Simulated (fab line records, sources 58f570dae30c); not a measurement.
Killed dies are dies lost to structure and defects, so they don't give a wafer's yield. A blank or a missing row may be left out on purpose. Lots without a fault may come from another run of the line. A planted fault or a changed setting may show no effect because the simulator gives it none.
Which tool did it? | flow berkeley_cmos170 | 14 lots, 42 wafers sampled, at 5 steps of a route of 331

WHAT THE GAUGES READ, wafer by wafer
UCB170_M1_CD_MEAS_90: target cd 700 nm. Usual: cd_nm 699.5 nm, standard deviation 2.5.
lot  | measured     | on        | cd_nm (nm)        | flag
L490 | day 7 10:59  | cd_sem-02 | 699.0 699.4 698.8 |
L489 | day 7 11:15  | cd_sem-02 | 701.5 697.3 702.7 |
L494 | day 8 01:01  | cd_sem-02 | 699.3 703.0 699.1 |
L492 | day 8 03:46  | cd_sem-01 | 698.7 697.1 699.4 |
L495 | day 8 13:29  | cd_sem-02 | 698.8 699.3 698.5 |
L497 | day 8 15:23  | cd_sem-01 | 697.7 696.6 696.5 |
L498 | day 9 02:37  | cd_sem-02 | 700.5 698.5 699.7 |
L500 | day 9 06:52  | cd_sem-02 | 701.0 699.9 702.0 |
L504 | day 10 07:04 | cd_sem-01 | 696.9 708.1 705.5 |
L505 | day 10 08:53 | cd_sem-02 | 699.5 704.4 698.6 |
L508 | day 10 20:41 | cd_sem-01 | 701.0 700.0 698.2 |
L509 | day 11 11:56 | cd_sem-01 | 703.3 701.2 701.6 |
L510 | day 11 21:20 | cd_sem-02 | 700.1 699.6 701.0 |
L512 | day 11 23:17 | cd_sem-02 | 694.6 697.3 695.4 |

UCB170_V1_BOW_MEAS_03. Usual: V1_BOW 18 um, standard deviation 6.9.
lot  | measured     | on            | V1_BOW (um) | flag
L490 | day 7 14:07  | film_metro-03 | 19 19 29    |
L489 | day 7 14:16  | film_metro-01 | 26 13 32    |
L494 | day 8 03:38  | film_metro-01 | 23 23 8     |
L492 | day 8 07:20  | film_metro-01 | 13 17 12    |
L495 | day 8 16:41  | film_metro-01 | 18 10 12    |
L497 | day 8 18:13  | film_metro-02 | 19 16 16    |
L498 | day 9 04:40  | film_metro-02 | 15 23 23    |
L500 | day 9 10:18  | film_metro-02 | 21 21 21    |
L504 | day 10 13:22 | film_metro-01 | 3 23 23     |
L505 | day 10 13:22 | film_metro-02 | 29 8 22     |
L508 | day 11 00:59 | film_metro-03 | 22 24 27    |
L509 | day 11 16:37 | film_metro-02 | 20 19 25    |
L510 | day 12 02:56 | film_metro-02 | 22 11 26    |
L512 | day 12 03:11 | film_metro-03 | 11 9 8      |

WHICH TOOL RAN EACH LOT (tool, then ch and the chambers of the sampled wafers, then the start)
lot  | UCB170_NSD_STRIP_09                  | UCB170_CONTACT_STRIP_06              | UCB170_M1_METAL_ETCH_12
L490 | plasma_asher-02 ch 0, day 6 23:53    | plasma_asher-01 ch 0,1, day 7 06:58  | rie_metal-03 ch 0, day 7 10:44
L489 | plasma_asher-04 ch 0,1, day 7 00:08  | plasma_asher-04 ch 0,1, day 7 07:02  | rie_metal-02 ch 0,1, day 7 11:01
L494 | plasma_asher-04 ch 0,1, day 7 14:01  | plasma_asher-01 ch 1, day 7 19:23    | rie_metal-01 ch 0,1, day 8 00:42
L492 | plasma_asher-03 ch 0,1, day 7 14:18  | plasma_asher-04 ch 0,1, day 7 21:30  | rie_metal-02 ch 0,1, day 8 03:32
L495 | plasma_asher-04 ch 0,1, day 8 03:22  | plasma_asher-01 ch 0,1, day 8 09:06  | rie_metal-03 ch 0,1, day 8 13:15
L497 | plasma_asher-03 ch 0,1, day 8 05:11  | plasma_asher-03 ch 0,1, day 8 11:40  | rie_metal-03 ch 0,1, day 8 15:09
L498 | plasma_asher-04 ch 0,1, day 8 14:03  | plasma_asher-03 ch 0,1, day 8 20:49  | rie_metal-02 ch 0,1, day 9 02:23
L500 | plasma_asher-04 ch 1, day 8 18:41    | plasma_asher-04 ch 0,1, day 9 02:03  | rie_metal-02 ch 0, day 9 06:37
L504 | plasma_asher-04 ch 0,1, day 9 22:38  | plasma_asher-04 ch 0,1, day 10 03:10 | rie_metal-03 ch 0,1, day 10 06:49
L505 | plasma_asher-04 ch 1, day 9 23:25    | plasma_asher-01 ch 0,1, day 10 04:56 | rie_metal-03 ch 0,1, day 10 08:39
L508 | plasma_asher-02 ch 0,1, day 10 11:08 | plasma_asher-01 ch 0,1, day 10 16:11 | rie_metal-01 ch 0,1, day 10 20:27
L509 | plasma_asher-04 ch 0,1, day 11 02:44 | plasma_asher-03 ch 0,1, day 11 07:16 | rie_metal-02 ch 0,1, day 11 11:38
L510 | plasma_asher-02 ch 0,1, day 11 11:00 | plasma_asher-04 ch 0,1, day 11 17:31 | rie_metal-01 ch 0,1, day 11 21:06
L512 | plasma_asher-03 ch 0,1, day 11 11:34 | plasma_asher-01 ch 0,1, day 11 19:03 | rie_metal-01 ch 0,1, day 11 23:02
- UCB170_NSD_STRIP_09: strips in O2.
- UCB170_CONTACT_STRIP_06: strips in O2.
- UCB170_M1_METAL_ETCH_12: etches Al in Cl2/BCl3, stops on PSG, target depth 780 nm, time 130 s.

WHAT THE TOOLS THEMSELVES READ (means of the sampled wafers that have a number; where no wafer has one, the mark that the record gives instead)
UCB170_NSD_STRIP_09. Usual: drypump_motor_current_A 5.5 A, standard deviation 0.34; oes_product_au 0.534 a.u., standard deviation 0.0041; strip_time_to_endpoint_s 35.83 s, standard deviation 0.064.
lot  | tool            | drypump_motor_current_A (A) | oes_product_au (a.u.) | strip_time_to_endpoint_s (s) | flag
L490 | plasma_asher-02 | 5.8                         | 0.531                 | 35.86                        |
L489 | plasma_asher-04 | 5.6                         | 0.531                 | 35.84                        |
L494 | plasma_asher-04 | 5.6                         | 0.539                 | 35.77                        |
L492 | plasma_asher-03 | 5.6                         | 0.532                 | 35.83                        |
L495 | plasma_asher-04 | 5.3                         | 0.533                 | 35.95                        |
L497 | plasma_asher-03 | 5.6                         | 0.536                 | 35.80                        |
L498 | plasma_asher-04 | 5.6                         | 0.531                 | 35.83                        |
L500 | plasma_asher-04 | 5.0                         | 0.537                 | 35.88                        |
L504 | plasma_asher-04 | 5.6                         | 0.533                 | 35.83                        |
L505 | plasma_asher-04 | 5.0                         | 0.535                 | 35.80                        |
L508 | plasma_asher-02 | 5.5                         | 0.532                 | 35.70                        |
L509 | plasma_asher-04 | 5.6                         | 0.535                 | 35.87                        |
L510 | plasma_asher-02 | 5.5                         | 0.535                 | 35.74                        |
L512 | plasma_asher-03 | 5.6                         | 0.535                 | 35.82                        |

UCB170_CONTACT_STRIP_06. Usual: drypump_motor_current_A 5.7 A, standard deviation 0.42; oes_product_au 0.735 a.u., standard deviation 0.0043; strip_time_to_endpoint_s 21.97 s, standard deviation 0.064.
lot  | tool            | drypump_motor_current_A (A) | oes_product_au (a.u.) | strip_time_to_endpoint_s (s) | flag
L490 | plasma_asher-01 | 6.1                         | 0.736                 | 22.06                        |
L489 | plasma_asher-04 | 5.6                         | 0.736                 | 22.00                        |
L494 | plasma_asher-01 | 6.4                         | 0.740                 | 21.97                        |
L492 | plasma_asher-04 | 5.3                         | 0.737                 | 21.99                        |
L495 | plasma_asher-01 | 6.1                         | 0.737                 | 22.03                        |
L497 | plasma_asher-03 | 5.6                         | 0.735                 | 21.92                        |
L498 | plasma_asher-03 | 5.6                         | 0.738                 | 21.99                        |
L500 | plasma_asher-04 | 5.3                         | 0.736                 | 21.96                        |
L504 | plasma_asher-04 | 5.6                         | 0.735                 | 21.95                        |
L505 | plasma_asher-01 | 6.3                         | 0.739                 | 22.02                        |
L508 | plasma_asher-01 | 6.3                         | 0.737                 | 22.01                        |
L509 | plasma_asher-03 | 5.6                         | 0.733                 | 21.85                        |
L510 | plasma_asher-04 | 5.6                         | 0.730                 | 22.09                        |
L512 | plasma_asher-01 | 6.3                         | 0.734                 | 22.04                        |

UCB170_M1_METAL_ETCH_12. Usual: drypump_motor_current_A 5.7 A, standard deviation 0.42; oes_product_au 0.853 a.u., standard deviation 0.017; run_length_s 158.2 s, standard deviation 0.51; throttle_valve_pct 24.38 %, standard deviation 0.13.
lot  | tool         | drypump_motor_current_A (A) | oes_product_au (a.u.) | run_length_s (s) | throttle_valve_pct (%) | flag
L490 | rie_metal-03 | 6.0                         | 0.825                 | 158.6            | 24.35                  |
L489 | rie_metal-02 | 5.2                         | 0.859                 | 157.7            | 24.54                  |
L494 | rie_metal-01 | 5.7                         | 0.860                 | 158.3            | 24.27                  |
L492 | rie_metal-02 | 5.2                         | 0.841                 | 157.7            | 24.55                  |
L495 | rie_metal-03 | 6.2                         | 0.844                 | 158.6            | 24.35                  |
L497 | rie_metal-03 | 6.2                         | 0.856                 | 158.4            | 24.35                  |
L498 | rie_metal-02 | 5.2                         | 0.848                 | 157.8            | 24.44                  |
L500 | rie_metal-02 | 5.3                         | 0.844                 | 157.5            | 24.33                  |
L504 | rie_metal-03 | 6.2                         | 0.934                 | 141.6            | 24.30                  | OFF
L505 | rie_metal-03 | 6.2                         | 0.902                 | 150.2            | 24.32                  | OFF
L508 | rie_metal-01 | 5.6                         | 0.855                 | 158.4            | 24.33                  |
L509 | rie_metal-02 | 5.3                         | 0.846                 | 157.6            | 24.44                  |
L510 | rie_metal-01 | 5.7                         | 0.866                 | 158.0            | 24.27                  |
L512 | rie_metal-01 | 5.7                         | 0.869                 | 158.1            | 24.27                  |

THE ANSWER, worked out from the rows above alone
Rule: a lot is off if the mean of its wafers that have a number lies more than 3 standard deviations from the usual mean. A lot without any number at a reading at which 4 lots or more have one is off too. The other lots that the step has rows for count as sound. The gauges are gone through in route order, then the tools' own readings, and for those a lot's mean is taken as printed above. The first step at which some lot is off is used, and at that step the reading that is off furthest; a lot without a number counts as furthest.
Off: L504, L505, at UCB170_M1_METAL_ETCH_12 (run_length_s).
A tool fits if, at that step or a process step before it, it ran every lot that is off, and no sound lot after the first of them. One fits: rie_metal-03 at UCB170_M1_METAL_ETCH_12. Its last sound lot is L497 (day 8 15:09), its first lot that is off L504 (day 10 06:49): a fault that began between those two fits.
The tool's own readings at UCB170_M1_METAL_ETCH_12 bear it out: on the lots that are off they differ by more than 5 times the standard deviation of the sound lots' means. oes_product_au reads 0.918 a.u. there against 0.851 a.u. on the sound lots; run_length_s reads 145.9 s there against 158.1 s on the sound lots.

WHAT THE SIMULATOR HAD PUT IN
Process parameter drift: rie_metal-03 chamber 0, from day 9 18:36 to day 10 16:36, at UCB170_M1_METAL_ETCH_12. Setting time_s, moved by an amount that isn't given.
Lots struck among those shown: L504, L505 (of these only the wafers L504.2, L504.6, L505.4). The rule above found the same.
